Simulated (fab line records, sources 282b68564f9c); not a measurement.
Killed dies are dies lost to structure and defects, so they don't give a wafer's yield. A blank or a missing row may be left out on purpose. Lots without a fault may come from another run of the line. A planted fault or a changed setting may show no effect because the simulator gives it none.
fab line records | flow rit_cmos
record lots=14 wafers=42 last_day=7
route steps=202 shown PWELL@48 M1@202
lots that met no fault: from a run of the same line without faults
start_h: hours from the record's first day to the start of the lot's first wafer shown | wait_h: hours since the lot's step before | " the same as in the row above | L1.1+2: a row that stands for several wafers | - no value, or no start given | * or withheld: withheld | < > ~ a bound
route shown NAME@n: a module of which the file shows steps, and the number in the route of the first | usual: mean/standard deviation of fault-free wafers | same: alike in all rows | chamber/n: place in a boat | sites: the reading at each site | _std_site: their standard deviation | _edge_site: outer sites' mean less inner sites' | radius_mm: how far each site lies from the wafer's centre | mask NAME#n: copy n | behind: the tool/chamber that last shaped the wafer | hold: why the lot was held/for how many hours/how that ended | device: the transistor (n, p or np) that didn't switch | end of line: the same wafers' tests at the end of the route | a step without rows: its recipe alone | killed: dies lost to structure and defects at the first sort, not the wafer's yield | map: a wafer's dies, x killed, . not, _ none there
set.NAME: the setting as run; set.NAME@STEP: as run at that earlier step | model.NAME: the simulator's own value behind a step, which no gauge read
steps of the route over a sample of lots; a table a step, a row a wafer
services: from which hour (start_h, from the record's first day; less than 0 if before it) a tool's chamber was out of use, for how many hours, and why
## steps
# step RIT_PWELL_STRIP_09
# recipe chemistry=O2 time_s=180 resist=NOVOLAK platen_temp_c=withheld power_w=500 pressure_mtorr=4000 o2_flow_sccm=4000
# usual drypump_motor_current_A=5.4/0.42
# columns lot.wafer tool chamber start_h wait_h drypump_motor_current_A rf_hours_counter_h
L438.1 plasma_asher-04 1 23.31 0.1 5.8 38
L438.4 " 0 " " 5.9 -
L438.5 " 0 " " 5.9 -
L439.2 plasma_asher-01 1 30.42 0.1 5.9 25
L439.4 " 1 " " 5.9 -
L439.6 " 1 " " 5.9 -
L440.2 plasma_asher-01 1 34.44 0.1 5.8 25
L440.3 " 0 " " 4.7 -
L440.5 " 0 " " 4.8 -
L441.1 plasma_asher-04 0 39.73 0.1 5.9 40
L441.3 " 0 " " 5.9 -
L441.4 " 1 " " 5.8 -
L442.2 plasma_asher-01 1 48.97 0.1 5.9 26
L442.4 " 0 " " 4.8 -
L442.6 " 0 " " 4.8 -
L443.1 plasma_asher-03 0 52.34 0.1 5.3 40
L443.2 " 1 " " 5.2 40
L443.3 " 1 " " 5.2 -
L444.2 plasma_asher-01 0 57.07 0.1 4.8 27
L444.4 " 1 " " 5.9 -
L444.5 " 1 " " 5.9 -
L445.2 plasma_asher-03 0 60.71 0.1 5.3 41
L445.4 " 0 " " 5.3 -
L445.6 " 1 " " 5.2 -
L446.1 plasma_asher-03 1 65.08 0.1 5.2 41
L446.3 " 0 " " 5.3 -
L446.5 " 0 " " 5.3 -
L447.2 plasma_asher-01 1 70.46 0.1 5.9 29
L447.4 " 0 " " 4.8 -
L447.5 " 0 " " 4.8 -
L452.2 plasma_asher-01 1 97.28 0.1 5.9 32
L452.3 " 0 " " 4.8 -
L452.4 " 1 " " 5.9 -
L455.2 plasma_asher-04 0 109.18 0.1 5.9 45
L455.3 " 0 " " 5.8 -
L455.6 " 1 " " 5.8 -
L456.1 plasma_asher-04 0 115.10 0.1 5.8 46
L456.2 " 1 " " 5.8 46
L456.3 " 1 " " 5.8 -
L461.2 plasma_asher-04 1 140.44 0.1 5.8 49
L461.5 " 1 " " 5.8 -
L461.6 " 0 " " 5.9 -
# step RIT_M1_PROBE_99
# usual killed_at_contacts=0.1/0.3 killed_at_front_end=6.7/2.6 killed_dies=6.8/2.6 killed_open=3.3/1.7 killed_short=3.4/2
# same gross_dies=264 killed_at_M0_to_M3=0 killed_at_M4_up=0 killed_at_back_side=0 killed_at_other=0
# columns lot.wafer tool chamber start_h wait_h killed_at_contacts killed_at_front_end killed_dies killed_open killed_short
L447.2 prober-01 - 108.15 0.1 0 5 5 4 1
L447.4 prober-01 - 108.25 0.2 0 31 31 3 2
L447.5 prober-01 - 108.30 0.2 0 35 35 3 1
L452.2 prober-01 - 133.85 0.1 0 11 11 4 7
L452.3 prober-01 - 133.90 0.2 0 33 33 3 4
L452.4 prober-01 - 133.95 0.2 0 8 8 4 4
# killed by level:class
L447.2 REOX:geometric_particle:open=2 FOX1:geometric_particle:open=1 FOX1:geometric_particle:short=1 SPACER:geometric_particle:open=1
L447.4 PWELL:unspecified=26 REOX:geometric_particle:open=2 FOX2:geometric_particle:open=1 GATE:geometric_particle:short=1 SILICIDE:geometric_particle:short=1
L447.5 PWELL:unspecified=31 GATE:geometric_particle:open=2 GATE:geometric_particle:short=1 REOX:geometric_particle:open=1
L452.2 SPACER:geometric_particle:short=2 SPACER:geometric_particle:open=2 SILICIDE:geometric_particle:open=2 SILICIDE:geometric_particle:short=2 FOX1:geometric_particle:short=1 GATE:geometric_particle:short=1 REOX:geometric_particle:short=1
L452.3 PWELL:unspecified=26 FOX1:geometric_particle:short=3 REOX:geometric_particle:open=2 FOX1:geometric_particle:open=1 GATE:geometric_particle:short=1
L452.4 GATE:geometric_particle:open=4 FOX1:geometric_particle:short=2 GATE:geometric_particle:short=1 SILICIDE:geometric_particle:short=1
## services
# columns tool chamber start_h hours kind
plasma_asher-04 - 62.96 15.9 pm
plasma_asher-03 - 107.08 5.2 repair
plasma_asher-03 - 112.27 9.0 pm
plasma_asher-03 0 112.27 9.0 vent_cycle
plasma_asher-03 1 112.27 9.0 vent_cycle
plasma_asher-03 0 121.27 - clean
plasma_asher-03 1 121.27 - clean
## key
first_sign step=RIT_M1_PROBE_99 reading=killed_at_front_end direction=up sigmas=10 usual=6.7 struck=33
effect step=RIT_M1_PROBE_99 reading=killed_dies direction=up sigmas=9.9 usual=6.8 struck=33
met_at RIT_PWELL_STRIP_09
struck_lots L447,L452
struck_wafers L447.4,L447.5,L452.3
tester_left_out L447,L452
onset_between 57.07 70.46
fault kind=chamber_particle_source tool=plasma_asher-01 chamber=0 onset_h=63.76 steps=RIT_PWELL_STRIP_09 rate_per_visit_cm2=0.4754 end_h=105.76
# tester_left_out: of these lots the tester's yield and bins aren't shown, on N5 and GAA mostly nor the transistor test; their killed dies are dies lost to structure and defects alone, not to doping, threshold or leakage, so they don't give the yield
